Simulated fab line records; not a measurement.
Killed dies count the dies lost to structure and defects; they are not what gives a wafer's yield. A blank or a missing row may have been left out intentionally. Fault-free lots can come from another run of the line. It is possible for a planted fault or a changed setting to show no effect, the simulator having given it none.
Which of the tools did it? -- flow berkeley cmos170 -- Sampling: 14 lots, 42 wafers, 4 of 331 route steps

== WHAT EACH GAUGE READ, for each wafer ==
UCB170_CONTACT_OVL_MEAS_16. Usual: for CONTACT_OVL the level is -1 nm and the standard deviation is 5.4.
lot,measured,on,CONTACT_OVL (nm),flag
L392,day 8 02:43,overlay-02,1 -2 -1,
L397,day 9 09:38,overlay-01,-7 3 0,
L394,day 9 08:56,overlay-02,-1 -5 -9,
L395,day 9 08:32,overlay-01,6 -2 -4,
L396,day 9 08:49,overlay-01,-7 -3 1,
L398,day 9 09:10,overlay-01,-2 -1 0,
L393,day 9 09:24,overlay-02,5 0 6,
L399,day 9 16:48,overlay-01,8 9 6,
L401,day 10 11:43,overlay-02,-3 2 1,
L402,day 10 15:08,overlay-02,-1 -3 -9,
L404,day 10 17:36,overlay-01,-7 -4 -4,
L405,day 10 17:50,overlay-02,-9 4 -11,
L407,day 11 11:08,overlay-02,4 4 -1,
L414,day 13 06:50,overlay-02,-6 0 1,

UCB170_M2_CD_MEAS_90: target cd 700 nm. Usual: cd nm reads 700 nm (standard deviation 3.2).
lot,measured,on,cd nm (nm),flag
L392,day 8 15:00,cd sem-01,707 706 703,
L397,day 9 21:57,cd sem-02,699 699 700,
L394,day 9 20:16,cd sem-02,702 701 701,
L395,day 9 17:37,cd sem-02,698 698 698,
L396,day 9 19:20,cd sem-02,707 704 704,
L398,day 9 20:37,cd sem-02,700 701 700,
L393,day 9 20:50,cd sem-02,699 697 697,
L399,day 10 06:29,cd sem-02,702 696 705,
L401,day 10 20:28,cd sem-02,701 698 698,
L402,day 11 04:53,cd sem-02,706 706 699,
L404,day 11 09:04,cd sem-01,701 697 700,
L405,day 11 08:53,cd sem-02,704 705 703,
L407,day 11 20:18,cd sem-01,703 704 703,
L414,day 13 20:37,cd sem-01,703 699 700,

UCB170_M3_BOW_MEAS_20. Usual: for M3_BOW the level is 36 um and the standard deviation is 6.
lot,measured,on,M3_BOW (um),flag
L392,day 8 20:56,film metro-02,35 25 36,
L397,day 10 06:55,film metro-03,39 34 45,
L394,day 10 03:05,film metro-01,30 33 29,
L395,day 10 00:25,film metro-01,34 42 33,
L396,day 10 02:08,film metro-02,44 30 46,
L398,day 10 03:20,film metro-03,43 39 31,
L393,day 10 03:44,film metro-02,39 40 43,
L399,day 10 12:42,film metro-01,37 36 26,
L401,day 11 04:56,film metro-03,32 44 44,
L402,day 11 10:42,film metro-02,38 46 24,
L404,day 11 14:29,film metro-01,33 42 34,
L405,day 11 14:52,film metro-03,34 31 40,
L407,day 12 01:51,film metro-03,32 40 40,
L414,day 14 03:52,film metro-02,28 43 27,

== EACH LOT AND THE TOOL THAT RAN IT (in order: tool; ch and the chambers of the sampled wafers; start) ==
lot,UCB170_GATE_STRIP_16
L392,"plasma asher-02 ch 1, day 7 04:54"
L397,"plasma asher-03 ch 1, day 8 07:23"
L394,"plasma asher-02 ch 0,1, day 8 07:42"
L395,"plasma asher-04 ch 0,1, day 8 07:47"
L396,"plasma asher-03 ch 0,1, day 8 08:04"
L398,"plasma asher-02 ch 0,1, day 8 08:09"
L393,"plasma asher-04 ch 0,1, day 8 08:31"
L399,"plasma asher-03 ch 0,1, day 8 19:35"
L401,"plasma asher-03 ch 0,1, day 9 10:01"
L402,"plasma asher-02 ch 0,1, day 9 17:45"
L404,"plasma asher-04 ch 0,1, day 9 18:39"
L405,"plasma asher-03 ch 0,1, day 9 18:44"
L407,"plasma asher-03 ch 0,1, day 10 10:23"
L414,"plasma asher-02 ch 0,1, day 12 09:16"
- UCB170_GATE_STRIP_16: strips in O2.

== WHAT THE TOOLS THEMSELVES READ (means of the sampled wafers that have a number; where no wafer has one, the mark that the record gives instead) ==
UCB170_GATE_STRIP_16. Usual: drypump motor current A 5.5 A, standard deviation 0.53; oes product au 0.724 a.u., standard deviation 0.0049.
lot,tool,drypump motor current A (A),oes product au (a.u.),flag
L392,plasma asher-02,4.9,0.729,
L397,plasma asher-03,5.9,0.726,
L394,plasma asher-02,5.4,0.722,
L395,plasma asher-04,5.4,0.726,
L396,plasma asher-03,5.6,0.726,
L398,plasma asher-02,5.9,0.726,
L393,plasma asher-04,5.5,0.719,
L399,plasma asher-03,5.4,0.726,
L401,plasma asher-03,5.3,0.726,
L402,plasma asher-02,5.4,0.724,
L404,plasma asher-04,5.4,0.729,
L405,plasma asher-03,5.3,0.723,
L407,plasma asher-03,5.6,0.720,
L414,plasma asher-02,5.4,0.724,

== THE ANSWER, worked out from the rows above alone ==
Rule: a lot counts as off when the mean over its wafers that have a number is more than 3 standard deviations away from the usual mean. A lot without any number at a reading at which 4 lots or more have one is off too. The other lots that the step has rows for count as sound. Order of review: gauges by route order, followed by the tools' own readings, for which a lot's mean as printed above is used. At the first step where some lot is off, the reading lying furthest off is the one used; lots without a number count as furthest.
No lot is off at any reading shown: from this, nothing can be told.

== WHAT THE SIMULATOR HAD PUT IN ==
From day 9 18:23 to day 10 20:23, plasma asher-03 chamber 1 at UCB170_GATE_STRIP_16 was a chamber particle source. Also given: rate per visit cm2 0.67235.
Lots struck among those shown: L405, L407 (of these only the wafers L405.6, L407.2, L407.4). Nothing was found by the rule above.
